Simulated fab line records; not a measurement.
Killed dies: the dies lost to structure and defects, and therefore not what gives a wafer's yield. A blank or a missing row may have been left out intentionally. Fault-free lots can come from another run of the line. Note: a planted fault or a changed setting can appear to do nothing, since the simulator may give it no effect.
fab line records -- flow rit_cmos
[record] lots = 14, wafers = 42, last_day = 7
route steps=202 shown NWELL@34 PRETRO@73 GATE@81 M1@198
lots untouched by any fault: they come from a run of this same line in which no faults occurred
start_h: hours from the record's opening day to when the first of the lot's shown wafers began -- wait_h: hours from the lot's prior step to this one -- " identical to the entry in the row above -- L1.1+2: a single row standing in for several wafers -- - no value present, or no start provided -- * or withheld: withheld -- < > ~ a bound
route shown NAME@n: NAME is a module with steps in the file, n the number in the route of the first one -- usual: mean/standard deviation taken from wafers without a fault -- same: alike in all rows -- chamber/n: place in a boat -- sites: per-site readings -- _std_site: how widely they spread, as a standard deviation -- _edge_site: the outer-site mean with the inner-site mean subtracted -- radius_mm: for every site, how far away it sits from the centre of the wafer -- mask NAME#n: copy n -- behind: the most recent tool/chamber to have shaped the wafer -- hold: why the lot went on hold/how many hours it stayed there/how the hold came to an end -- device: the n, p or np transistor that did not switch -- end of line: at the end of the route, the tests of the same wafers -- a step without rows: its recipe alone -- killed: not the wafer's yield, but the dies lost to structure and defects at the first sort -- map: a wafer's dies, marking killed ones x, the rest . and places with no die _
set.NAME: the setting that was run; set.NAME@STEP: the one run at that earlier step -- model.NAME: the simulator's own value behind a step, which no gauge read
the route's steps for a sample of lots (tables are steps, rows are wafers)
services: when a tool's chamber went out of use (start_h, in hours from the record's first day, below 0 if earlier), for how many hours, and the reason
[[steps]]
[step RIT_NWELL_OVL_MEAS_06]
[usual] NWELL_OVL = 0.2/1.4
lot.wafer,tool,chamber,start_h,wait_h,NWELL_OVL[nm]
L998.1,overlay-02,-,25.30,-,1.3
L998.4,overlay-02,-,25.30,-,1.8
L998.5,overlay-02,-,25.30,-,2.8
L999.1,overlay-02,-,28.78,-,-0.6
L999.2,overlay-02,-,28.78,-,0.3
L999.5,overlay-02,-,28.78,-,0.5
L100.2,overlay-02,-,31.59,-,1.0
L100.3,overlay-02,-,31.59,-,-0.6
L100.6,overlay-02,-,31.59,-,-0.8
L101.1,overlay-01,-,38.09,-,0.3
L101.5,overlay-01,-,38.09,-,-1.8
L101.6,overlay-01,-,38.09,-,-0.9
L102.2,overlay-02,-,42.15,-,-1.5
L102.4,overlay-02,-,42.15,-,0.2
L102.6,overlay-02,-,42.15,-,0.1
L103.2,overlay-02,-,46.87,-,1.5
L103.3,overlay-02,-,46.87,-,0.8
L103.5,overlay-02,-,46.87,-,2.8
L105.3,overlay-02,-,57.15,-,2.4
L105.5,overlay-02,-,57.15,-,0.8
L105.6,overlay-02,-,57.15,-,1.9
L108.4,overlay-01,-,71.82,-,2.6
L108.5,overlay-01,-,71.82,-,0.5
L108.6,overlay-01,-,71.82,-,-0.6
L111.2,overlay-01,-,88.28,-,0.5
L111.4,overlay-01,-,88.28,-,-0.8
L111.6,overlay-01,-,88.28,-,0.0
L112.2,overlay-01,-,93.06,-,0.3
L112.3,overlay-01,-,93.06,-,-0.3
L112.5,overlay-01,-,93.06,-,-1.2
L116.1,overlay-01,-,112.98,-,-1.5
L116.3,overlay-01,-,112.98,-,-0.9
L116.4,overlay-01,-,112.98,-,-1.6
L119.1,overlay-02,-,129.69,-,0.0
L119.4,overlay-02,-,129.69,-,0.0
L119.5,overlay-02,-,129.69,-,0.1
L120.4,overlay-02,-,132.01,-,3.4
L120.5,overlay-02,-,132.01,-,1.3
L120.6,overlay-02,-,132.01,-,-0.3
L121.2,overlay-02,-,136.93,-,0.3
L121.4,overlay-02,-,136.93,-,0.8
L121.6,overlay-02,-,136.93,-,0.6
[step RIT_PRETRO_STRIP_09]
[recipe] chemistry = O2, time_s = 180, resist = NOVOLAK, platen_temp_c = withheld, power_w = 500, pressure_mtorr = 4000, o2_flow_sccm = 4000
[usual] drypump_motor_current_A = 5.62/0.28
lot.wafer,tool,chamber,start_h,wait_h,drypump_motor_current_A,rf_hours_counter_h
L998.1,plasma_asher-02,1,36.64,0.1,5.49,38
L998.4,plasma_asher-02,0,36.64,0.1,5.44,-
L998.5,plasma_asher-02,0,36.64,0.1,5.47,-
L999.1,plasma_asher-02,0,40.57,0.1,5.41,38
L999.2,plasma_asher-02,1,40.57,0.1,5.47,38
L999.5,plasma_asher-02,0,40.57,0.1,5.43,-
L100.2,plasma_asher-02,0,42.70,0.1,5.47,39
L100.3,plasma_asher-02,1,42.70,0.1,5.48,-
L100.6,plasma_asher-02,1,42.70,0.1,5.47,-
L101.1,plasma_asher-02,0,48.99,0.1,5.45,39
L101.5,plasma_asher-02,0,48.99,0.1,5.46,-
L101.6,plasma_asher-02,1,48.99,0.1,5.48,-
L102.2,plasma_asher-04,1,53.44,0.1,6.09,41
L102.4,plasma_asher-04,1,53.44,0.1,6.09,-
L102.6,plasma_asher-04,1,53.44,0.1,6.10,-
L103.2,plasma_asher-02,1,58.61,0.1,5.47,40
L103.3,plasma_asher-02,0,58.61,0.1,5.47,-
L103.5,plasma_asher-02,0,58.61,0.1,5.45,-
L105.3,plasma_asher-02,0,68.53,0.1,5.46,-
L105.5,plasma_asher-02,1,68.53,0.1,5.49,-
L105.6,plasma_asher-02,0,68.53,0.1,5.47,-
L108.4,plasma_asher-03,1,85.37,0.1,5.58,-
L108.5,plasma_asher-03,0,85.37,0.1,5.64,-
L108.6,plasma_asher-03,1,85.37,0.1,5.58,-
L111.2,plasma_asher-03,1,99.97,0.1,5.57,46
L111.4,plasma_asher-03,0,99.97,0.1,5.65,-
L111.6,plasma_asher-03,0,99.97,0.1,5.65,-
L112.2,plasma_asher-03,1,104.54,0.1,5.57,47
L112.3,plasma_asher-03,1,104.54,0.1,5.55,-
L112.5,plasma_asher-03,1,104.54,0.1,5.56,-
L116.1,plasma_asher-03,0,126.03,0.1,5.64,1
L116.3,plasma_asher-03,0,126.03,0.1,5.64,-
L116.4,plasma_asher-03,1,126.03,0.1,5.58,-
L119.1,plasma_asher-02,1,141.38,0.1,5.46,50
L119.4,plasma_asher-02,1,141.38,0.1,5.46,-
L119.5,plasma_asher-02,1,141.38,0.1,5.49,-
L120.4,plasma_asher-02,1,143.38,0.1,5.50,-
L120.5,plasma_asher-02,0,143.38,0.1,5.44,-
L120.6,plasma_asher-02,1,143.38,0.1,5.50,-
L121.2,plasma_asher-03,0,148.56,0.1,5.65,3
L121.4,plasma_asher-03,0,148.56,0.1,5.64,-
L121.6,plasma_asher-03,0,148.56,0.1,5.65,-
[step RIT_GATE_OXIDATION_05]
[recipe] temp_c = 900, ambient = O2, target_thk_a = 30, ox_time_s = 270
lot.wafer,tool,chamber,start_h,wait_h
L998.1+4+5,furnace-01,0,38.45,1.1
L999.1+2+5,furnace-04,0,41.28,0.1
L100.2+3+6,furnace-04,0,43.41,0.0
L101.1+5+6,furnace-01,0,50.19,0.5
L102.2+4+6,furnace-04,0,54.15,0.0
L103.2+3+5,furnace-04,0,59.46,0.2
L105.3+5+6,furnace-03,0,69.18,0.0
L108.4+5+6,furnace-03,0,87.91,1.9
L111.2+4+6,furnace-03,0,103.05,2.4
L112.2+3+5,furnace-03,0,106.67,1.5
L116.1+3+4,furnace-01,0,127.81,1.1
L116.1+3+4,furnace-01,0,129.05,0.2
L119.1+4+5,furnace-03,0,142.88,0.8
L119.1+4+5,furnace-03,0,144.12,0.2
L120.4+5+6,furnace-03,0,144.20,0.2
L121.2+4+6,furnace-03,0,150.51,1.3
[step RIT_GATE_THK_MEAS_07]
[recipe] reads = SiO2_of_GATE_OXIDATION_05
[usual] GATE_OXIDE_THK = 3.02/0.059
lot.wafer,tool,chamber,start_h,wait_h,GATE_OXIDE_THK[nm]
L998.1,film_metro-04,-,39.78,0.0,2.99
L998.4,film_metro-04,-,39.78,0.0,3.07
L998.5,film_metro-04,-,39.78,0.0,3.07
L999.1,film_metro-01,-,42.60,0.0,3.03
L999.2,film_metro-01,-,42.60,0.0,3.03
L999.5,film_metro-01,-,42.60,0.0,3.00
L100.2,film_metro-01,-,45.12,0.0,2.93
L100.3,film_metro-01,-,45.12,0.0,2.86
L100.6,film_metro-01,-,45.12,0.0,2.92
L101.1,film_metro-01,-,53.45,0.0,3.02
L101.5,film_metro-01,-,53.45,0.0,3.07
L101.6,film_metro-01,-,53.45,0.0,2.93
L102.2,film_metro-04,-,55.52,0.0,3.03
L102.4,film_metro-04,-,55.52,0.0,3.01
L102.6,film_metro-04,-,55.52,0.0,2.92
L103.2,film_metro-02,-,63.15,0.0,3.07
L103.3,film_metro-02,-,63.15,0.0,3.08
L103.5,film_metro-02,-,63.15,0.0,3.05
L105.3,film_metro-01,-,70.52,0.0,3.04
L105.5,film_metro-01,-,70.52,0.0,3.09
L105.6,film_metro-01,-,70.52,0.0,2.98
L108.4,film_metro-01,-,89.95,0.0,3.02
L108.5,film_metro-01,-,89.95,0.0,2.94
L108.6,film_metro-01,-,89.95,0.0,2.90
L111.2,film_metro-01,-,105.55,0.0,3.04
L111.4,film_metro-01,-,105.55,0.0,3.07
L111.6,film_metro-01,-,105.55,0.0,3.01
L112.2,film_metro-01,-,109.32,0.0,3.12
L112.3,film_metro-01,-,109.32,0.0,2.99
L112.5,film_metro-01,-,109.32,0.0,3.00
L116.1,film_metro-04,-,131.38,0.0,5.06
L116.3,film_metro-04,-,131.38,0.0,5.12
L116.4,film_metro-04,-,131.38,0.0,5.08
L120.4,film_metro-04,-,145.56,0.0,3.11
L120.5,film_metro-04,-,145.56,0.0,3.12
L120.6,film_metro-04,-,145.56,0.0,3.07
L119.1,film_metro-02,-,145.60,0.1,4.95
L119.4,film_metro-02,-,145.60,0.1,5.05
L119.5,film_metro-02,-,145.60,0.1,5.00
L121.2,film_metro-01,-,153.78,0.0,3.01
L121.4,film_metro-01,-,153.78,0.0,3.01
L121.6,film_metro-01,-,153.78,0.0,3.01
[step RIT_M1_STRIP_14]
[recipe] chemistry = O2, time_s = 180, platen_temp_c = withheld, power_w = 500, pressure_mtorr = 4000, o2_flow_sccm = 4000
[usual] drypump_motor_current_A = 5.46/0.2
lot.wafer,tool,chamber,start_h,wait_h,drypump_motor_current_A,rf_hours_counter_h
L998.1,plasma_asher-01,0,61.98,0.0,5.62,27
L998.4,plasma_asher-01,1,61.98,0.0,5.12,-
L998.5,plasma_asher-01,0,61.98,0.0,5.61,-
L999.1,plasma_asher-01,1,64.68,0.0,5.15,27
L999.2,plasma_asher-01,0,64.68,0.0,5.63,27
L999.5,plasma_asher-01,0,64.68,0.0,5.64,-
L100.2,plasma_asher-03,1,67.67,0.0,5.57,43
L100.3,plasma_asher-03,1,67.67,0.0,5.59,-
L100.6,plasma_asher-03,1,67.67,0.0,5.55,-
L101.1,plasma_asher-02,1,75.55,0.0,5.50,43
L101.5,plasma_asher-02,1,75.55,0.0,5.52,-
L101.6,plasma_asher-02,0,75.55,0.0,5.48,-
L102.2,plasma_asher-01,1,77.95,0.0,5.15,28
L102.4,plasma_asher-01,1,77.95,0.0,5.13,-
L102.6,plasma_asher-01,1,77.95,0.0,5.15,-
L103.2,plasma_asher-02,0,84.48,0.0,5.46,43
L103.3,plasma_asher-02,0,84.48,0.0,5.43,-
L103.5,plasma_asher-02,1,84.48,0.0,5.51,-
L105.3,plasma_asher-01,1,92.77,0.1,5.12,-
L105.5,plasma_asher-01,0,92.77,0.1,5.66,-
L105.6,plasma_asher-01,1,92.77,0.1,5.14,-
L108.4,plasma_asher-01,0,110.89,0.1,5.67,-
L108.5,plasma_asher-01,0,110.89,0.1,5.66,-
L108.6,plasma_asher-01,1,110.89,0.1,5.13,-
L111.2,plasma_asher-02,0,128.11,0.0,5.47,48
L111.4,plasma_asher-02,1,128.11,0.0,5.54,-
L111.6,plasma_asher-02,1,128.11,0.0,5.52,-
L112.2,plasma_asher-03,1,132.53,0.0,5.56,2
L112.3,plasma_asher-03,0,132.53,0.0,5.65,-
L112.5,plasma_asher-03,0,132.53,0.0,5.64,-
L116.1,plasma_asher-01,0,157.63,0.0,5.65,36
L116.3,plasma_asher-01,1,157.63,0.0,5.14,-
L116.4,plasma_asher-01,0,157.63,0.0,5.62,-
L120.4,plasma_asher-01,0,169.13,0.1,5.65,-
L120.5,plasma_asher-01,0,169.13,0.1,5.66,-
L120.6,plasma_asher-01,1,169.13,0.1,5.15,-
L119.1,plasma_asher-01,1,171.38,0.0,5.11,38
L119.4,plasma_asher-01,0,171.38,0.0,5.65,-
L119.5,plasma_asher-01,1,171.38,0.0,5.15,-
L121.2,plasma_asher-03,0,177.31,0.0,5.65,7
L121.4,plasma_asher-03,1,177.31,0.0,5.58,-
L121.6,plasma_asher-03,0,177.31,0.0,5.65,-
[step RIT_M1_PROBE_99]
[usual] killed_at_contacts = 0.1/0.23, killed_at_front_end = 6.7/2.7, killed_dies = 6.7/2.7, killed_open = 3.2/1.8, killed_short = 3.5/1.9
[same] gross_dies = 264, killed_at_M0_to_M3 = 0, killed_at_M4_up = 0, killed_at_back_side = 0, killed_at_other = 0
lot.wafer,tool,chamber,start_h,wait_h,killed_at_contacts,killed_at_front_end,killed_dies,killed_open,killed_short
L998.1,prober-01,-,63.90,0.1,0,4,4,2,2
L998.4,prober-01,-,64.05,0.2,0,3,3,1,2
L998.5,prober-01,-,64.10,0.2,0,5,5,3,2
L999.1,prober-02,-,66.59,0.1,0,11,11,7,4
L999.2,prober-02,-,66.64,0.1,1,1,2,2,0
L999.5,prober-02,-,66.79,0.2,0,9,9,5,4
L100.2,prober-01,-,69.64,0.1,0,7,7,2,5
L100.3,prober-01,-,69.69,0.2,0,10,10,7,3
L100.6,prober-01,-,69.84,0.2,0,6,6,4,2
L101.1,prober-02,-,77.46,0.1,0,10,10,6,4
L101.5,prober-02,-,77.66,0.2,0,7,7,3,4
L101.6,prober-02,-,77.71,0.2,0,4,4,2,2
L102.2,prober-01,-,79.92,0.1,0,8,8,5,3
L102.4,prober-01,-,80.02,0.2,0,6,6,3,3
L102.6,prober-01,-,80.12,0.2,0,10,10,4,6
L103.2,prober-02,-,86.44,0.1,0,9,9,5,4
L103.3,prober-02,-,86.49,0.2,0,3,3,2,1
L103.5,prober-02,-,86.59,0.2,0,6,6,2,4
L105.3,prober-02,-,94.73,0.2,0,7,7,1,6
L105.5,prober-02,-,94.83,0.2,0,6,6,4,2
L105.6,prober-02,-,94.88,0.2,0,6,6,4,2
L108.4,prober-02,-,112.90,0.2,0,8,8,5,3
L108.5,prober-02,-,112.95,0.2,0,5,5,2,3
L108.6,prober-02,-,113.00,0.2,0,6,6,2,4
L111.2,prober-01,-,130.08,0.1,0,6,6,4,1
L111.4,prober-01,-,130.18,0.2,0,6,6,2,4
L111.6,prober-01,-,130.28,0.2,0,8,8,4,4
L112.2,prober-02,-,134.49,0.1,0,10,10,6,4
L112.3,prober-02,-,134.54,0.2,0,5,5,1,4
L112.5,prober-02,-,134.64,0.2,0,10,10,6,4
L116.1,prober-02,-,159.55,0.1,0,9,9,4,5
L116.3,prober-02,-,159.65,0.2,0,12,12,7,5
L116.4,prober-02,-,159.70,0.2,0,15,15,5,10
L120.4,prober-02,-,171.22,0.2,0,11,11,5,6
L120.5,prober-02,-,171.27,0.2,0,8,8,7,1
L120.6,prober-02,-,171.32,0.2,0,6,6,3,3
L119.1,prober-01,-,173.29,0.1,0,4,4,2,2
L119.4,prober-01,-,173.44,0.2,0,3,3,1,2
L119.5,prober-01,-,173.49,0.2,0,5,5,4,1
L121.2,prober-01,-,179.27,0.1,1,16,17,5,11
L121.4,prober-01,-,179.37,0.2,0,9,9,4,4
L121.6,prober-01,-,179.47,0.2,0,10,10,6,4
// killed by level:class
L998.1 GATE:geometric_particle:open=1 GATE:geometric_particle:short=1 REOX:geometric_particle:open=1 SPACER:geometric_particle:short=1
L998.4 FOX1:geometric_particle:short=1 FOX2:geometric_particle:open=1 REOX:geometric_particle:short=1
L998.5 GATE:geometric_particle:open=3 GATE:geometric_particle:short=1 SILICIDE:geometric_particle:short=1
L999.1 SILICIDE:geometric_particle:open=4 FOX1:geometric_particle:short=3 FOX1:geometric_particle:open=1 GATE:geometric_particle:open=1 SPACER:geometric_particle:short=1 SPACER:geometric_particle:open=1
L999.2 SILICIDE:geometric_particle:open=1 CONTACT:geometric_particle:open=1
L999.5 GATE:geometric_particle:open=4 GATE:geometric_particle:short=2 FOX1:geometric_particle:short=1 FOX2:geometric_particle:short=1 SILICIDE:geometric_particle:open=1
L100.2 GATE:geometric_particle:short=2 REOX:geometric_particle:short=2 GATE:geometric_particle:open=1 SPACER:geometric_particle:open=1 SILICIDE:geometric_particle:short=1
L100.3 GATE:geometric_particle:short=3 GATE:geometric_particle:open=3 SPACER:geometric_particle:open=2 FOX2:geometric_particle:open=1 SILICIDE:geometric_particle:open=1
L100.6 GATE:geometric_particle:open=2 FOX1:geometric_particle:open=1 FOX2:geometric_particle:short=1 GATE:geometric_particle:short=1 SPACER:geometric_particle:open=1
L101.1 FOX1:geometric_particle:short=2 GATE:geometric_particle:open=2 GATE:geometric_particle:short=2 FOX2:geometric_particle:open=1 REOX:geometric_particle:open=1 SPACER:geometric_particle:open=1 SILICIDE:geometric_particle:open=1
L101.5 SPACER:geometric_particle:short=3 FOX1:geometric_particle:open=1 FOX1:geometric_particle:short=1 GATE:geometric_particle:open=1 REOX:geometric_particle:open=1
L101.6 REOX:geometric_particle:open=2 FOX2:geometric_particle:short=1 GATE:geometric_particle:short=1
L102.2 FOX1:geometric_particle:open=2 FOX1:geometric_particle:short=1 GATE:geometric_particle:open=1 GATE:geometric_particle:short=1 REOX:geometric_particle:open=1 SPACER:geometric_particle:short=1 SILICIDE:geometric_particle:open=1
L102.4 FOX1:geometric_particle:open=1 FOX1:geometric_particle:short=1 GATE:geometric_particle:short=1 FOX2:geometric_particle:short=1 GATE:geometric_particle:open=1 REOX:geometric_particle:open=1
L102.6 FOX1:geometric_particle:short=3 GATE:geometric_particle:short=3 REOX:geometric_particle:open=2 SPACER:geometric_particle:open=1 SILICIDE:geometric_particle:open=1
L103.2 FOX1:geometric_particle:short=3 FOX1:geometric_particle:open=2 GATE:geometric_particle:open=2 ACTIVE:geometric_particle:short=1 SPACER:geometric_particle:open=1
L103.3 GATE:geometric_particle:open=1 SPACER:geometric_particle:open=1 SPACER:geometric_particle:short=1
L103.5 SPACER:geometric_particle:short=2 FOX1:geometric_particle:short=1 GATE:geometric_particle:short=1 SPACER:geometric_particle:open=1 SILICIDE:geometric_particle:open=1
L105.3 REOX:geometric_particle:short=3 SPACER:geometric_particle:short=2 GATE:geometric_particle:open=1 GATE:geometric_particle:short=1
L105.5 FOX2:geometric_particle:open=2 FOX1:geometric_particle:short=1 GATE:geometric_particle:short=1 REOX:geometric_particle:open=1 SILICIDE:geometric_particle:open=1
L105.6 SPACER:geometric_particle:open=2 FOX2:geometric_particle:short=1 REOX:geometric_particle:open=1 SILICIDE:geometric_particle:short=1 SILICIDE:geometric_particle:open=1
L108.4 GATE:geometric_particle:short=2 GATE:geometric_particle:open=2 SILICIDE:geometric_particle:open=2 FOX1:geometric_particle:short=1 SPACER:geometric_particle:open=1
L108.5 GATE:geometric_particle:short=2 SPACER:geometric_particle:open=2 FOX1:geometric_particle:short=1
L108.6 SPACER:geometric_particle:short=2 FOX2:geometric_particle:short=1 GATE:geometric_particle:open=1 SILICIDE:geometric_particle:open=1 SILICIDE:geometric_particle:short=1
L111.2 REOX:geometric_particle:open=3 GATE:geometric_particle:open=1 REOX:geometric_particle:short=1 NLDD:coat_microbubble_printed=1
L111.4 GATE:geometric_particle:short=2 ACTIVE:geometric_particle:short=1 GATE:geometric_particle:open=1 SPACER:geometric_particle:short=1 SPACER:geometric_particle:open=1
L111.6 GATE:geometric_particle:open=3 GATE:geometric_particle:short=2 FOX1:geometric_particle:short=1 REOX:geometric_particle:short=1 REOX:geometric_particle:open=1
L112.2 REOX:geometric_particle:short=3 REOX:geometric_particle:open=2 SILICIDE:geometric_particle:open=2 GATE:geometric_particle:open=1 SPACER:geometric_particle:short=1 SPACER:geometric_particle:open=1
L112.3 GATE:geometric_particle:short=2 FOX1:geometric_particle:short=1 GATE:geometric_particle:open=1 SILICIDE:geometric_particle:short=1
L112.5 GATE:geometric_particle:open=3 GATE:geometric_particle:short=2 REOX:geometric_particle:open=2 SILICIDE:geometric_particle:short=2 SILICIDE:geometric_particle:open=1
L116.1 GATE:geometric_particle:open=3 REOX:geometric_particle:short=2 SILICIDE:geometric_particle:short=2 FOX1:geometric_particle:open=1 GATE:geometric_particle:short=1
L116.3 GATE:geometric_particle:open=3 FOX1:geometric_particle:open=2 SILICIDE:geometric_particle:short=2 FOX1:geometric_particle:short=1 GATE:geometric_particle:short=1 REOX:geometric_particle:open=1 SPACER:geometric_particle:short=1 SILICIDE:geometric_particle:open=1
L116.4 FOX2:geometric_particle:short=3 REOX:geometric_particle:short=3 SPACER:geometric_particle:open=3 FOX1:geometric_particle:short=2 FOX1:geometric_particle:open=1 GATE:geometric_particle:short=1 GATE:geometric_particle:open=1 SILICIDE:geometric_particle:short=1
L120.4 GATE:geometric_particle:short=5 FOX1:geometric_particle:open=2 FOX1:geometric_particle:short=1 FOX2:geometric_particle:open=1 GATE:geometric_particle:open=1 REOX:geometric_particle:open=1
L120.5 GATE:geometric_particle:open=5 GATE:geometric_particle:short=1 REOX:geometric_particle:open=1 SILICIDE:geometric_particle:open=1
L120.6 SILICIDE:geometric_particle:open=2 FOX1:geometric_particle:short=1 FOX1:geometric_particle:open=1 FOX2:geometric_particle:short=1 SPACER:geometric_particle:short=1
L119.1 GATE:geometric_particle:open=1 REOX:geometric_particle:short=1 SPACER:geometric_particle:open=1 SILICIDE:geometric_particle:short=1
L119.4 GATE:geometric_particle:short=2 SPACER:geometric_particle:open=1
L119.5 FOX1:geometric_particle:open=2 SILICIDE:geometric_particle:open=2 GATE:geometric_particle:short=1
L121.2 SPACER:geometric_particle:open=4 GATE:geometric_particle:short=3 SPACER:geometric_particle:short=3 FOX1:geometric_particle:short=2 GATE:geometric_particle:open=1 REOX:geometric_particle:short=1 SILICIDE:geometric_particle:short=1 CONTACT:geometric_particle:short=1
L121.4 SPACER:geometric_particle:open=2 FOX1:geometric_particle:open=1 GATE:geometric_particle:open=1 GATE:geometric_particle:short=1 REOX:geometric_particle:short=1 SPACER:geometric_particle:short=1 SILICIDE:geometric_particle:short=1 NSD:coat_microbubble_printed=1
L121.6 SPACER:geometric_particle:open=3 REOX:geometric_particle:short=2 FOX1:geometric_particle:short=1 FOX2:geometric_particle:open=1 REOX:geometric_particle:open=1 SILICIDE:geometric_particle:short=1 SILICIDE:geometric_particle:open=1
[[services]]
tool,chamber,start_h,hours,kind
furnace-04,-,14.94,3.1,pm
furnace-04,-,17.99,3.9,pm
plasma_asher-03,-,108.84,9.0,pm
plasma_asher-03,0,108.84,9.0,vent_cycle
plasma_asher-03,1,108.84,9.0,vent_cycle
plasma_asher-03,0,117.84,-,clean
plasma_asher-03,1,117.84,-,clean
furnace-03,-,125.49,3.2,pm
furnace-01,-,157.77,2.6,pm
[[key]]
[first_sign] step = RIT_GATE_OXIDATION_05, reading = visit, direction = added
[effect] step = RIT_GATE_THK_MEAS_07, reading = GATE_OXIDE_THK, direction = up, sigmas = 34, usual = 3.02, struck = 5.04
met_at RIT_GATE_OXIDATION_05
struck_lots L116,L119
tester_left_out L116,L119
not_acting_at RIT_NWELL_OVL_MEAS_06,RIT_PRETRO_STRIP_09,RIT_M1_STRIP_14
[fault] kind = repeated_step_whole, tool = furnace-01,furnace-03,furnace-04, chamber = -, onset_h = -, steps = RIT_GATE_OXIDATION_05, times = 1, scope = struck_lots_only
// tester_left_out: of these lots the tester's yield and bins aren't shown, on N5 and GAA mostly nor the transistor test; their killed dies are dies lost to structure and defects alone, not to doping, threshold or leakage, so they don't give the yield
